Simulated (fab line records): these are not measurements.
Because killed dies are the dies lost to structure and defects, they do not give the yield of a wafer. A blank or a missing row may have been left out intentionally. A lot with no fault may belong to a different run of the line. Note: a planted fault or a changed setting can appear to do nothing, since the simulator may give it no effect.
fab line records :: flow berkeleyCmos170
record
  lots=14
  wafers=42
  lastDay=12
route steps=331 shown GATE@139 NLDD@164 NSD@193
lots with no fault: from the same line, run without faults
startH: the number of hours between the record's first day and the start of the first shown wafer of the lot :: waitH: how many hours have passed since the lot's step before this one :: " same as the row above :: L1.1+2: one row covering several wafers at once :: - value missing, or start not given :: * or withheld: withheld :: < > ~ a bound
route shown NAME@n: names a module that has steps shown in the file, with the first one's number in the route :: usual: mean and standard deviation over wafers with no fault :: same: alike in all rows :: chamber/n: place in a boat :: sites: the reading at each site :: _std_site: their standard deviation :: _edge_site: mean of outer sites minus mean of inner sites :: radiusMm: for every site, how far away it sits from the centre of the wafer :: mask NAME#n: copy n :: behind: the last tool/chamber to shape the wafer :: hold: why the lot went on hold/how many hours it stayed there/how the hold came to an end :: device: which transistor (n, p or np) failed to switch :: end of line: tests of these same wafers at the route's end :: a step with no rows: only its recipe :: killed: dies lost to structure and defects at the first sort, not the wafer's yield :: map: a wafer's dies, marking killed ones x, the rest . and places with no die _
set.NAME: setting as actually run; set.NAME@STEP: the setting as run at that earlier step :: model.NAME: the simulator's own value behind a step, which no gauge read
steps of the route over a sample of lots; a table a step, a row a wafer
services: when a tool's chamber went out of use (startH, in hours from the record's first day, below 0 if earlier), for how many hours, and the reason
## steps
# step UCB170_GATE_OVL_MEAS_13
# usual
  GATE_OVL=-1/5.8
lot.wafer: L510.1
tool: overlay-01
chamber: -
startH: 143.68
waitH: 0.1
GATE_OVL[nm]: 9

lot.wafer: L510.2
tool: overlay-01
chamber: -
startH: 143.68
waitH: 0.1
GATE_OVL[nm]: 7

lot.wafer: L510.4
tool: overlay-01
chamber: -
startH: 143.68
waitH: 0.1
GATE_OVL[nm]: -2

lot.wafer: L514.1
tool: overlay-01
chamber: -
startH: 165.40
waitH: 0.1
GATE_OVL[nm]: -1

lot.wafer: L514.3
tool: overlay-01
chamber: -
startH: 165.40
waitH: 0.1
GATE_OVL[nm]: 5

lot.wafer: L514.6
tool: overlay-01
chamber: -
startH: 165.40
waitH: 0.1
GATE_OVL[nm]: 10

lot.wafer: L511.1
tool: overlay-02
chamber: -
startH: 165.67
waitH: 0.1
GATE_OVL[nm]: 7

lot.wafer: L511.2
tool: overlay-02
chamber: -
startH: 165.67
waitH: 0.1
GATE_OVL[nm]: 0

lot.wafer: L511.6
tool: overlay-02
chamber: -
startH: 165.67
waitH: 0.1
GATE_OVL[nm]: 1

lot.wafer: L512.2
tool: overlay-01
chamber: -
startH: 165.95
waitH: 0.1
GATE_OVL[nm]: -4

lot.wafer: L512.3
tool: overlay-01
chamber: -
startH: 165.95
waitH: 0.1
GATE_OVL[nm]: -3

lot.wafer: L512.5
tool: overlay-01
chamber: -
startH: 165.95
waitH: 0.1
GATE_OVL[nm]: 0

lot.wafer: L513.1
tool: overlay-02
chamber: -
startH: 166.08
waitH: 0.1
GATE_OVL[nm]: -11

lot.wafer: L513.2
tool: overlay-02
chamber: -
startH: 166.08
waitH: 0.1
GATE_OVL[nm]: -10

lot.wafer: L513.5
tool: overlay-02
chamber: -
startH: 166.08
waitH: 0.1
GATE_OVL[nm]: -5

lot.wafer: L515.2
tool: overlay-02
chamber: -
startH: 168.84
waitH: 0.1
GATE_OVL[nm]: -6

lot.wafer: L515.4
tool: overlay-02
chamber: -
startH: 168.84
waitH: 0.1
GATE_OVL[nm]: -5

lot.wafer: L515.5
tool: overlay-02
chamber: -
startH: 168.84
waitH: 0.1
GATE_OVL[nm]: -4

lot.wafer: L516.3
tool: overlay-01
chamber: -
startH: 169.13
waitH: 0.1
GATE_OVL[nm]: 4

lot.wafer: L516.5
tool: overlay-01
chamber: -
startH: 169.13
waitH: 0.1
GATE_OVL[nm]: -4

lot.wafer: L516.6
tool: overlay-01
chamber: -
startH: 169.13
waitH: 0.1
GATE_OVL[nm]: -2

lot.wafer: L523.2
tool: overlay-02
chamber: -
startH: 202.19
waitH: 0.1
GATE_OVL[nm]: 7

lot.wafer: L523.4
tool: overlay-02
chamber: -
startH: 202.19
waitH: 0.1
GATE_OVL[nm]: 6

lot.wafer: L523.5
tool: overlay-02
chamber: -
startH: 202.19
waitH: 0.1
GATE_OVL[nm]: 5

lot.wafer: L524.3
tool: overlay-02
chamber: -
startH: 214.04
waitH: 0.1
GATE_OVL[nm]: -7

lot.wafer: L524.4
tool: overlay-02
chamber: -
startH: 214.04
waitH: 0.1
GATE_OVL[nm]: -11

lot.wafer: L524.6
tool: overlay-02
chamber: -
startH: 214.04
waitH: 0.1
GATE_OVL[nm]: -8

lot.wafer: L526.1
tool: overlay-02
chamber: -
startH: 226.97
waitH: 0.1
GATE_OVL[nm]: 2

lot.wafer: L526.2
tool: overlay-02
chamber: -
startH: 226.97
waitH: 0.1
GATE_OVL[nm]: -5

lot.wafer: L526.3
tool: overlay-02
chamber: -
startH: 226.97
waitH: 0.1
GATE_OVL[nm]: -4

lot.wafer: L528.3
tool: overlay-01
chamber: -
startH: 227.70
waitH: 0.1
GATE_OVL[nm]: 0

lot.wafer: L528.4
tool: overlay-01
chamber: -
startH: 227.70
waitH: 0.1
GATE_OVL[nm]: 1

lot.wafer: L528.6
tool: overlay-01
chamber: -
startH: 227.70
waitH: 0.1
GATE_OVL[nm]: -7

lot.wafer: L529.3
tool: overlay-01
chamber: -
startH: 227.98
waitH: 0.1
GATE_OVL[nm]: -6

lot.wafer: L529.4
tool: overlay-01
chamber: -
startH: 227.98
waitH: 0.1
GATE_OVL[nm]: -7

lot.wafer: L529.6
tool: overlay-01
chamber: -
startH: 227.98
waitH: 0.1
GATE_OVL[nm]: -5

lot.wafer: L530.1
tool: overlay-02
chamber: -
startH: 242.94
waitH: 0.1
GATE_OVL[nm]: 7

lot.wafer: L530.4
tool: overlay-02
chamber: -
startH: 242.94
waitH: 0.1
GATE_OVL[nm]: 9

lot.wafer: L530.6
tool: overlay-02
chamber: -
startH: 242.94
waitH: 0.1
GATE_OVL[nm]: 6

lot.wafer: L532.1
tool: overlay-02
chamber: -
startH: 243.27
waitH: 0.1
GATE_OVL[nm]: -1

lot.wafer: L532.4
tool: overlay-02
chamber: -
startH: 243.27
waitH: 0.1
GATE_OVL[nm]: 1

lot.wafer: L532.5
tool: overlay-02
chamber: -
startH: 243.27
waitH: 0.1
GATE_OVL[nm]: 4
# step UCB170_NLDD_CD_MEAS_06
# recipe
  targetCdNm=1200
# usual
  cdNm=1200.0/1.2
lot.wafer: L510.1
tool: cdSem-02
chamber: -
startH: 148.61
waitH: -
cdNm: 1201.2

lot.wafer: L510.2
tool: cdSem-02
chamber: -
startH: 148.61
waitH: -
cdNm: 1201.2

lot.wafer: L510.4
tool: cdSem-02
chamber: -
startH: 148.61
waitH: -
cdNm: 1200.5

lot.wafer: L514.1
tool: cdSem-01
chamber: -
startH: 170.28
waitH: -
cdNm: 1199.3

lot.wafer: L514.3
tool: cdSem-01
chamber: -
startH: 170.28
waitH: -
cdNm: 1197.8

lot.wafer: L514.6
tool: cdSem-01
chamber: -
startH: 170.28
waitH: -
cdNm: 1199.7

lot.wafer: L511.1
tool: cdSem-02
chamber: -
startH: 170.83
waitH: -
cdNm: 1200.3

lot.wafer: L511.2
tool: cdSem-02
chamber: -
startH: 170.83
waitH: -
cdNm: 1198.9

lot.wafer: L511.6
tool: cdSem-02
chamber: -
startH: 170.83
waitH: -
cdNm: 1200.4

lot.wafer: L512.2
tool: cdSem-02
chamber: -
startH: 171.12
waitH: -
cdNm: 1199.4

lot.wafer: L512.3
tool: cdSem-02
chamber: -
startH: 171.12
waitH: -
cdNm: 1200.0

lot.wafer: L512.5
tool: cdSem-02
chamber: -
startH: 171.12
waitH: -
cdNm: 1199.3

lot.wafer: L513.1
tool: cdSem-01
chamber: -
startH: 171.17
waitH: -
cdNm: 1200.0

lot.wafer: L513.2
tool: cdSem-01
chamber: -
startH: 171.17
waitH: -
cdNm: 1199.7

lot.wafer: L513.5
tool: cdSem-01
chamber: -
startH: 171.17
waitH: -
cdNm: 1197.9

lot.wafer: L515.2
tool: cdSem-01
chamber: -
startH: 173.44
waitH: -
cdNm: 1201.9

lot.wafer: L515.4
tool: cdSem-01
chamber: -
startH: 173.44
waitH: -
cdNm: 1201.8

lot.wafer: L515.5
tool: cdSem-01
chamber: -
startH: 173.44
waitH: -
cdNm: 1200.2

lot.wafer: L516.3
tool: cdSem-01
chamber: -
startH: 173.70
waitH: -
cdNm: 1201.3

lot.wafer: L516.5
tool: cdSem-01
chamber: -
startH: 173.70
waitH: -
cdNm: 1200.5

lot.wafer: L516.6
tool: cdSem-01
chamber: -
startH: 173.70
waitH: -
cdNm: 1199.6

lot.wafer: L523.2
tool: cdSem-02
chamber: -
startH: 208.24
waitH: -
cdNm: 1200.1

lot.wafer: L523.4
tool: cdSem-02
chamber: -
startH: 208.24
waitH: -
cdNm: 1199.1

lot.wafer: L523.5
tool: cdSem-02
chamber: -
startH: 208.24
waitH: -
cdNm: 1197.2

lot.wafer: L524.3
tool: cdSem-02
chamber: -
startH: 217.77
waitH: -
cdNm: 1202.5

lot.wafer: L524.4
tool: cdSem-02
chamber: -
startH: 217.77
waitH: -
cdNm: 1201.9

lot.wafer: L524.6
tool: cdSem-02
chamber: -
startH: 217.77
waitH: -
cdNm: 1201.9

lot.wafer: L526.1
tool: cdSem-01
chamber: -
startH: 232.88
waitH: -
cdNm: 1199.4

lot.wafer: L526.2
tool: cdSem-01
chamber: -
startH: 232.88
waitH: -
cdNm: 1200.1

lot.wafer: L526.3
tool: cdSem-01
chamber: -
startH: 232.88
waitH: -
cdNm: 1199.9

lot.wafer: L528.3
tool: cdSem-02
chamber: -
startH: 233.17
waitH: -
cdNm: 1200.8

lot.wafer: L528.4
tool: cdSem-02
chamber: -
startH: 233.17
waitH: -
cdNm: 1200.3

lot.wafer: L528.6
tool: cdSem-02
chamber: -
startH: 233.17
waitH: -
cdNm: 1200.8

lot.wafer: L529.3
tool: cdSem-02
chamber: -
startH: 233.45
waitH: -
cdNm: 1197.9

lot.wafer: L529.4
tool: cdSem-02
chamber: -
startH: 233.45
waitH: -
cdNm: 1197.5

lot.wafer: L529.6
tool: cdSem-02
chamber: -
startH: 233.45
waitH: -
cdNm: 1198.3

lot.wafer: L530.1
tool: cdSem-02
chamber: -
startH: 247.51
waitH: -
cdNm: 1199.0

lot.wafer: L530.4
tool: cdSem-02
chamber: -
startH: 247.51
waitH: -
cdNm: 1198.9

lot.wafer: L530.6
tool: cdSem-02
chamber: -
startH: 247.51
waitH: -
cdNm: 1199.5

lot.wafer: L532.1
tool: cdSem-01
chamber: -
startH: 247.91
waitH: -
cdNm: 1200.1

lot.wafer: L532.4
tool: cdSem-01
chamber: -
startH: 247.91
waitH: -
cdNm: 1198.4

lot.wafer: L532.5
tool: cdSem-01
chamber: -
startH: 247.91
waitH: -
cdNm: 1198.7
# step UCB170_NLDD_IMPLANT_08
# recipe
  species=As
  doseCm2=5e+13
  energyKev=30
  tiltDeg=7
  rotationDeg=0
# usual
  faradayCurrentUA=159/3.3
  tiltDeg=6.999/0.022
lot.wafer: L510.1
tool: implanter-03
chamber: 0
startH: 148.76
waitH: 0.0
faradayCurrentUA: 156
tiltDeg: 6.992

lot.wafer: L510.2
tool: implanter-03
chamber: 0
startH: 148.76
waitH: 0.0
faradayCurrentUA: 158
tiltDeg: 6.984

lot.wafer: L510.4
tool: implanter-03
chamber: 0
startH: 148.76
waitH: 0.0
faradayCurrentUA: 160
tiltDeg: 6.973

lot.wafer: L514.1
tool: implanter-02
chamber: 0
startH: 170.43
waitH: 0.0
faradayCurrentUA: 161
tiltDeg: 7.005

lot.wafer: L514.3
tool: implanter-02
chamber: 0
startH: 170.43
waitH: 0.0
faradayCurrentUA: 158
tiltDeg: 7.009

lot.wafer: L514.6
tool: implanter-02
chamber: 0
startH: 170.43
waitH: 0.0
faradayCurrentUA: 160
tiltDeg: 7.045

lot.wafer: L511.1
tool: implanter-03
chamber: 0
startH: 170.98
waitH: 0.0
faradayCurrentUA: 165
tiltDeg: 7.004

lot.wafer: L511.2
tool: implanter-03
chamber: 0
startH: 170.98
waitH: 0.0
faradayCurrentUA: 166
tiltDeg: 7.010

lot.wafer: L511.6
tool: implanter-03
chamber: 0
startH: 170.98
waitH: 0.0
faradayCurrentUA: 155
tiltDeg: 6.990

lot.wafer: L512.2
tool: implanter-01
chamber: 0
startH: 171.28
waitH: 0.0
faradayCurrentUA: 159
tiltDeg: 6.987

lot.wafer: L512.3
tool: implanter-01
chamber: 0
startH: 171.28
waitH: 0.0
faradayCurrentUA: 161
tiltDeg: 6.983

lot.wafer: L512.5
tool: implanter-01
chamber: 0
startH: 171.28
waitH: 0.0
faradayCurrentUA: 161
tiltDeg: 7.024

lot.wafer: L513.1
tool: implanter-03
chamber: 0
startH: 171.32
waitH: 0.0
faradayCurrentUA: 159
tiltDeg: 6.978

lot.wafer: L513.2
tool: implanter-03
chamber: 0
startH: 171.32
waitH: 0.0
faradayCurrentUA: 167
tiltDeg: 6.982

lot.wafer: L513.5
tool: implanter-03
chamber: 0
startH: 171.32
waitH: 0.0
faradayCurrentUA: 153
tiltDeg: 6.997

lot.wafer: L515.2
tool: implanter-02
chamber: 0
startH: 173.60
waitH: 0.0
faradayCurrentUA: 161
tiltDeg: 7.000

lot.wafer: L515.4
tool: implanter-02
chamber: 0
startH: 173.60
waitH: 0.0
faradayCurrentUA: 160
tiltDeg: 6.984

lot.wafer: L515.5
tool: implanter-02
chamber: 0
startH: 173.60
waitH: 0.0
faradayCurrentUA: 156
tiltDeg: 7.023

lot.wafer: L516.3
tool: implanter-03
chamber: 0
startH: 173.86
waitH: 0.1
faradayCurrentUA: 155
tiltDeg: 7.008

lot.wafer: L516.5
tool: implanter-03
chamber: 0
startH: 173.86
waitH: 0.1
faradayCurrentUA: 158
tiltDeg: 7.014

lot.wafer: L516.6
tool: implanter-03
chamber: 0
startH: 173.86
waitH: 0.1
faradayCurrentUA: 163
tiltDeg: 6.988

lot.wafer: L523.2
tool: implanter-02
chamber: 0
startH: 208.40
waitH: 0.0
faradayCurrentUA: 157
tiltDeg: 5.798

lot.wafer: L523.4
tool: implanter-02
chamber: 0
startH: 208.40
waitH: 0.0
faradayCurrentUA: 152
tiltDeg: 5.816

lot.wafer: L523.5
tool: implanter-02
chamber: 0
startH: 208.40
waitH: 0.0
faradayCurrentUA: 161
tiltDeg: 5.770

lot.wafer: L524.3
tool: implanter-02
chamber: 0
startH: 217.94
waitH: 0.1
faradayCurrentUA: 155
tiltDeg: 5.858

lot.wafer: L524.4
tool: implanter-02
chamber: 0
startH: 217.94
waitH: 0.1
faradayCurrentUA: 161
tiltDeg: 5.857

lot.wafer: L524.6
tool: implanter-02
chamber: 0
startH: 217.94
waitH: 0.1
faradayCurrentUA: 160
tiltDeg: 5.858

lot.wafer: L526.1
tool: implanter-01
chamber: 0
startH: 233.04
waitH: 0.0
faradayCurrentUA: 159
tiltDeg: 7.005

lot.wafer: L526.2
tool: implanter-01
chamber: 0
startH: 233.04
waitH: 0.0
faradayCurrentUA: 152
tiltDeg: 7.015

lot.wafer: L526.3
tool: implanter-01
chamber: 0
startH: 233.04
waitH: 0.0
faradayCurrentUA: 157
tiltDeg: 7.016

lot.wafer: L528.3
tool: implanter-03
chamber: 0
startH: 233.34
waitH: 0.1
faradayCurrentUA: 157
tiltDeg: 7.004

lot.wafer: L528.4
tool: implanter-03
chamber: 0
startH: 233.34
waitH: 0.1
faradayCurrentUA: 158
tiltDeg: 6.996

lot.wafer: L528.6
tool: implanter-03
chamber: 0
startH: 233.34
waitH: 0.1
faradayCurrentUA: 160
tiltDeg: 6.996

lot.wafer: L529.3
tool: implanter-01
chamber: 0
startH: 233.62
waitH: 0.1
faradayCurrentUA: 153
tiltDeg: 6.990

lot.wafer: L529.4
tool: implanter-01
chamber: 0
startH: 233.62
waitH: 0.1
faradayCurrentUA: 160
tiltDeg: 7.024

lot.wafer: L529.6
tool: implanter-01
chamber: 0
startH: 233.62
waitH: 0.1
faradayCurrentUA: 161
tiltDeg: 7.005

lot.wafer: L530.1
tool: implanter-01
chamber: 0
startH: 247.67
waitH: 0.0
faradayCurrentUA: 160
tiltDeg: 6.989

lot.wafer: L530.4
tool: implanter-01
chamber: 0
startH: 247.67
waitH: 0.0
faradayCurrentUA: 160
tiltDeg: 6.958

lot.wafer: L530.6
tool: implanter-01
chamber: 0
startH: 247.67
waitH: 0.0
faradayCurrentUA: 162
tiltDeg: 6.953

lot.wafer: L532.1
tool: implanter-01
chamber: 0
startH: 248.06
waitH: 0.0
faradayCurrentUA: 161
tiltDeg: 7.010

lot.wafer: L532.4
tool: implanter-01
chamber: 0
startH: 248.06
waitH: 0.0
faradayCurrentUA: 161
tiltDeg: 6.998

lot.wafer: L532.5
tool: implanter-01
chamber: 0
startH: 248.06
waitH: 0.0
faradayCurrentUA: 154
tiltDeg: 7.016
# step UCB170_NSD_CD_MEAS_06
# recipe
  targetCdNm=1200
# usual
  cdNm=1199.9/1.5
lot.wafer: L510.1
tool: cdSem-02
chamber: -
startH: 156.52
waitH: -
cdNm: 1200.1

lot.wafer: L510.2
tool: cdSem-02
chamber: -
startH: 156.52
waitH: -
cdNm: 1199.5

lot.wafer: L510.4
tool: cdSem-02
chamber: -
startH: 156.52
waitH: -
cdNm: 1199.9

lot.wafer: L511.1
tool: cdSem-02
chamber: -
startH: 178.53
waitH: -
cdNm: 1200.5

lot.wafer: L511.2
tool: cdSem-02
chamber: -
startH: 178.53
waitH: -
cdNm: 1200.9

lot.wafer: L511.6
tool: cdSem-02
chamber: -
startH: 178.53
waitH: -
cdNm: 1199.5

lot.wafer: L514.1
tool: cdSem-01
chamber: -
startH: 178.93
waitH: -
cdNm: 1197.4

lot.wafer: L514.3
tool: cdSem-01
chamber: -
startH: 178.93
waitH: -
cdNm: 1199.9

lot.wafer: L514.6
tool: cdSem-01
chamber: -
startH: 178.93
waitH: -
cdNm: 1198.3

lot.wafer: L512.2
tool: cdSem-02
chamber: -
startH: 179.34
waitH: -
cdNm: 1201.1

lot.wafer: L512.3
tool: cdSem-02
chamber: -
startH: 179.34
waitH: -
cdNm: 1198.9

lot.wafer: L512.5
tool: cdSem-02
chamber: -
startH: 179.34
waitH: -
cdNm: 1200.7

lot.wafer: L513.1
tool: cdSem-01
chamber: -
startH: 180.04
waitH: -
cdNm: 1200.2

lot.wafer: L513.2
tool: cdSem-01
chamber: -
startH: 180.04
waitH: -
cdNm: 1201.1

lot.wafer: L513.5
tool: cdSem-01
chamber: -
startH: 180.04
waitH: -
cdNm: 1201.3

lot.wafer: L516.3
tool: cdSem-02
chamber: -
startH: 182.58
waitH: -
cdNm: 1202.0

lot.wafer: L516.5
tool: cdSem-02
chamber: -
startH: 182.58
waitH: -
cdNm: 1200.6

lot.wafer: L516.6
tool: cdSem-02
chamber: -
startH: 182.58
waitH: -
cdNm: 1200.7

lot.wafer: L515.2
tool: cdSem-01
chamber: -
startH: 182.83
waitH: -
cdNm: 1198.8

lot.wafer: L515.4
tool: cdSem-01
chamber: -
startH: 182.83
waitH: -
cdNm: 1198.4

lot.wafer: L515.5
tool: cdSem-01
chamber: -
startH: 182.83
waitH: -
cdNm: 1200.3

lot.wafer: L523.2
tool: cdSem-01
chamber: -
startH: 216.82
waitH: -
cdNm: 1199.9

lot.wafer: L523.4
tool: cdSem-01
chamber: -
startH: 216.82
waitH: -
cdNm: 1199.6

lot.wafer: L523.5
tool: cdSem-01
chamber: -
startH: 216.82
waitH: -
cdNm: 1198.5

lot.wafer: L524.3
tool: cdSem-02
chamber: -
startH: 229.48
waitH: -
cdNm: 1199.9

lot.wafer: L524.4
tool: cdSem-02
chamber: -
startH: 229.48
waitH: -
cdNm: 1200.1

lot.wafer: L524.6
tool: cdSem-02
chamber: -
startH: 229.48
waitH: -
cdNm: 1199.2

lot.wafer: L526.1
tool: cdSem-01
chamber: -
startH: 244.34
waitH: -
cdNm: 1198.9

lot.wafer: L526.2
tool: cdSem-01
chamber: -
startH: 244.34
waitH: -
cdNm: 1198.9

lot.wafer: L526.3
tool: cdSem-01
chamber: -
startH: 244.34
waitH: -
cdNm: 1200.0

lot.wafer: L528.3
tool: cdSem-02
chamber: -
startH: 244.91
waitH: -
cdNm: 1198.7

lot.wafer: L528.4
tool: cdSem-02
chamber: -
startH: 244.91
waitH: -
cdNm: 1199.8

lot.wafer: L528.6
tool: cdSem-02
chamber: -
startH: 244.91
waitH: -
cdNm: 1198.5

lot.wafer: L529.3
tool: cdSem-01
chamber: -
startH: 245.09
waitH: -
cdNm: 1200.0

lot.wafer: L529.4
tool: cdSem-01
chamber: -
startH: 245.09
waitH: -
cdNm: 1200.9

lot.wafer: L529.6
tool: cdSem-01
chamber: -
startH: 245.09
waitH: -
cdNm: 1199.5

lot.wafer: L530.1
tool: cdSem-02
chamber: -
startH: 257.10
waitH: -
cdNm: 1199.0

lot.wafer: L530.4
tool: cdSem-02
chamber: -
startH: 257.10
waitH: -
cdNm: 1199.6

lot.wafer: L530.6
tool: cdSem-02
chamber: -
startH: 257.10
waitH: -
cdNm: 1200.0

lot.wafer: L532.1
tool: cdSem-02
chamber: -
startH: 257.38
waitH: -
cdNm: 1202.3

lot.wafer: L532.4
tool: cdSem-02
chamber: -
startH: 257.38
waitH: -
cdNm: 1202.4

lot.wafer: L532.5
tool: cdSem-02
chamber: -
startH: 257.38
waitH: -
cdNm: 1201.9
# step UCB170_SDANNEAL_RS_MEAS_05
# recipe
  thkMeasGauge=four-point-probe
# usual
  NLDD_RS=615.9/1.7
lot.wafer: L510.1
tool: filmMetro-03
chamber: -
startH: 158.63
waitH: 0.1
NLDD_RS[ohm/sq]: 615.9

lot.wafer: L510.2
tool: filmMetro-03
chamber: -
startH: 158.63
waitH: 0.1
NLDD_RS[ohm/sq]: 616.7

lot.wafer: L510.4
tool: filmMetro-03
chamber: -
startH: 158.63
waitH: 0.1
NLDD_RS[ohm/sq]: 615.4

lot.wafer: L511.1
tool: filmMetro-01
chamber: -
startH: 181.01
waitH: 0.1
NLDD_RS[ohm/sq]: 616.7

lot.wafer: L511.2
tool: filmMetro-01
chamber: -
startH: 181.01
waitH: 0.1
NLDD_RS[ohm/sq]: 616.9

lot.wafer: L511.6
tool: filmMetro-01
chamber: -
startH: 181.01
waitH: 0.1
NLDD_RS[ohm/sq]: 615.6

lot.wafer: L514.1
tool: filmMetro-02
chamber: -
startH: 181.43
waitH: 0.1
NLDD_RS[ohm/sq]: 620.0

lot.wafer: L514.3
tool: filmMetro-02
chamber: -
startH: 181.43
waitH: 0.1
NLDD_RS[ohm/sq]: 620.6

lot.wafer: L514.6
tool: filmMetro-02
chamber: -
startH: 181.43
waitH: 0.1
NLDD_RS[ohm/sq]: 619.5

lot.wafer: L512.2
tool: filmMetro-03
chamber: -
startH: 181.91
waitH: 0.1
NLDD_RS[ohm/sq]: 613.8

lot.wafer: L512.3
tool: filmMetro-03
chamber: -
startH: 181.91
waitH: 0.1
NLDD_RS[ohm/sq]: 615.4

lot.wafer: L512.5
tool: filmMetro-03
chamber: -
startH: 181.91
waitH: 0.1
NLDD_RS[ohm/sq]: 614.6

lot.wafer: L513.1
tool: filmMetro-02
chamber: -
startH: 182.53
waitH: 0.1
NLDD_RS[ohm/sq]: 619.4

lot.wafer: L513.2
tool: filmMetro-02
chamber: -
startH: 182.53
waitH: 0.1
NLDD_RS[ohm/sq]: 617.3

lot.wafer: L513.5
tool: filmMetro-02
chamber: -
startH: 182.53
waitH: 0.1
NLDD_RS[ohm/sq]: 620.1

lot.wafer: L516.3
tool: filmMetro-02
chamber: -
startH: 184.46
waitH: 0.1
NLDD_RS[ohm/sq]: 615.2

lot.wafer: L516.5
tool: filmMetro-02
chamber: -
startH: 184.46
waitH: 0.1
NLDD_RS[ohm/sq]: 615.5

lot.wafer: L516.6
tool: filmMetro-02
chamber: -
startH: 184.46
waitH: 0.1
NLDD_RS[ohm/sq]: 614.2

lot.wafer: L515.2
tool: filmMetro-01
chamber: -
startH: 184.94
waitH: 0.1
NLDD_RS[ohm/sq]: 615.7

lot.wafer: L515.4
tool: filmMetro-01
chamber: -
startH: 184.94
waitH: 0.1
NLDD_RS[ohm/sq]: 614.7

lot.wafer: L515.5
tool: filmMetro-01
chamber: -
startH: 184.94
waitH: 0.1
NLDD_RS[ohm/sq]: 616.2

lot.wafer: L523.2
tool: filmMetro-01
chamber: -
startH: 218.76
waitH: 0.1
NLDD_RS[ohm/sq]: 608.1

lot.wafer: L523.4
tool: filmMetro-01
chamber: -
startH: 218.76
waitH: 0.1
NLDD_RS[ohm/sq]: 608.0

lot.wafer: L523.5
tool: filmMetro-01
chamber: -
startH: 218.76
waitH: 0.1
NLDD_RS[ohm/sq]: 606.5

lot.wafer: L524.3
tool: filmMetro-02
chamber: -
startH: 232.03
waitH: 0.1
NLDD_RS[ohm/sq]: 608.6

lot.wafer: L524.4
tool: filmMetro-02
chamber: -
startH: 232.03
waitH: 0.1
NLDD_RS[ohm/sq]: 608.1

lot.wafer: L524.6
tool: filmMetro-02
chamber: -
startH: 232.03
waitH: 0.1
NLDD_RS[ohm/sq]: 609.1

lot.wafer: L526.1
tool: filmMetro-03
chamber: -
startH: 246.45
waitH: 0.1
NLDD_RS[ohm/sq]: 613.3

lot.wafer: L526.2
tool: filmMetro-03
chamber: -
startH: 246.45
waitH: 0.1
NLDD_RS[ohm/sq]: 612.8

lot.wafer: L526.3
tool: filmMetro-03
chamber: -
startH: 246.45
waitH: 0.1
NLDD_RS[ohm/sq]: 614.3

lot.wafer: L528.3
tool: filmMetro-01
chamber: -
startH: 246.85
waitH: 0.1
NLDD_RS[ohm/sq]: 614.3

lot.wafer: L528.4
tool: filmMetro-01
chamber: -
startH: 246.85
waitH: 0.1
NLDD_RS[ohm/sq]: 613.5

lot.wafer: L528.6
tool: filmMetro-01
chamber: -
startH: 246.85
waitH: 0.1
NLDD_RS[ohm/sq]: 616.1

lot.wafer: L529.3
tool: filmMetro-02
chamber: -
startH: 247.30
waitH: 0.1
NLDD_RS[ohm/sq]: 616.2

lot.wafer: L529.4
tool: filmMetro-02
chamber: -
startH: 247.30
waitH: 0.1
NLDD_RS[ohm/sq]: 616.2

lot.wafer: L529.6
tool: filmMetro-02
chamber: -
startH: 247.30
waitH: 0.1
NLDD_RS[ohm/sq]: 615.9

lot.wafer: L530.1
tool: filmMetro-03
chamber: -
startH: 259.34
waitH: 0.1
NLDD_RS[ohm/sq]: 615.2

lot.wafer: L530.4
tool: filmMetro-03
chamber: -
startH: 259.34
waitH: 0.1
NLDD_RS[ohm/sq]: 614.6

lot.wafer: L530.6
tool: filmMetro-03
chamber: -
startH: 259.34
waitH: 0.1
NLDD_RS[ohm/sq]: 615.7

lot.wafer: L532.1
tool: filmMetro-01
chamber: -
startH: 259.77
waitH: 0.1
NLDD_RS[ohm/sq]: 615.7

lot.wafer: L532.4
tool: filmMetro-01
chamber: -
startH: 259.77
waitH: 0.1
NLDD_RS[ohm/sq]: 614.6

lot.wafer: L532.5
tool: filmMetro-01
chamber: -
startH: 259.77
waitH: 0.1
NLDD_RS[ohm/sq]: 615.8
## services
tool: implanter-01
chamber: -
startH: 136.04
hours: 28.5
kind: repair

tool: implanter-02
chamber: -
startH: 147.63
hours: 2.0
kind: repair

tool: implanter-02
chamber: -
startH: 154.08
hours: 4.1
kind: pm

tool: implanter-02
chamber: -
startH: 181.56
hours: 18.5
kind: repair

tool: implanter-01
chamber: -
startH: 195.63
hours: 2.7
kind: pm

tool: implanter-03
chamber: -
startH: 217.38
hours: 5.6
kind: pm

tool: implanter-03
chamber: -
startH: 225.20
hours: 3.6
kind: repair

tool: implanter-02
chamber: -
startH: 225.82
hours: 1.8
kind: repair

tool: implanter-03
chamber: -
startH: 242.27
hours: 7.1
kind: repair
## key
firstSign
  step=UCB170_NLDD_IMPLANT_08
  reading=tiltDeg
  direction=down
  sigmas=53
  usual=6.999
  struck=5.826
effect
  step=UCB170_SDANNEAL_RS_MEAS_05
  reading=NLDD_RS
  direction=down
  sigmas=4.7
  usual=615.9
  struck=608.1
metAt UCB170_NLDD_IMPLANT_08
struckLots L523,L524
testerLeftOut L523,L524
notActingAt UCB170_GATE_OVL_MEAS_13,UCB170_NLDD_CD_MEAS_06,UCB170_NSD_CD_MEAS_06
onsetBetween 173.60 208.40
fault
  kind=processParameterDrift
  tool=implanter-02
  chamber=-
  onsetH=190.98
  steps=UCB170_NLDD_IMPLANT_08
  channel=tiltDeg
  offset=-1.1827
  shape=step
  endH=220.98
  actsIn=theseRecipesOnly
  stated=7
# testerLeftOut: of these lots the tester's yield and bins aren't shown, on N5 and GAA mostly nor the transistor test; their killed dies are dies lost to structure and defects alone, not to doping, threshold or leakage, so they don't give the yield
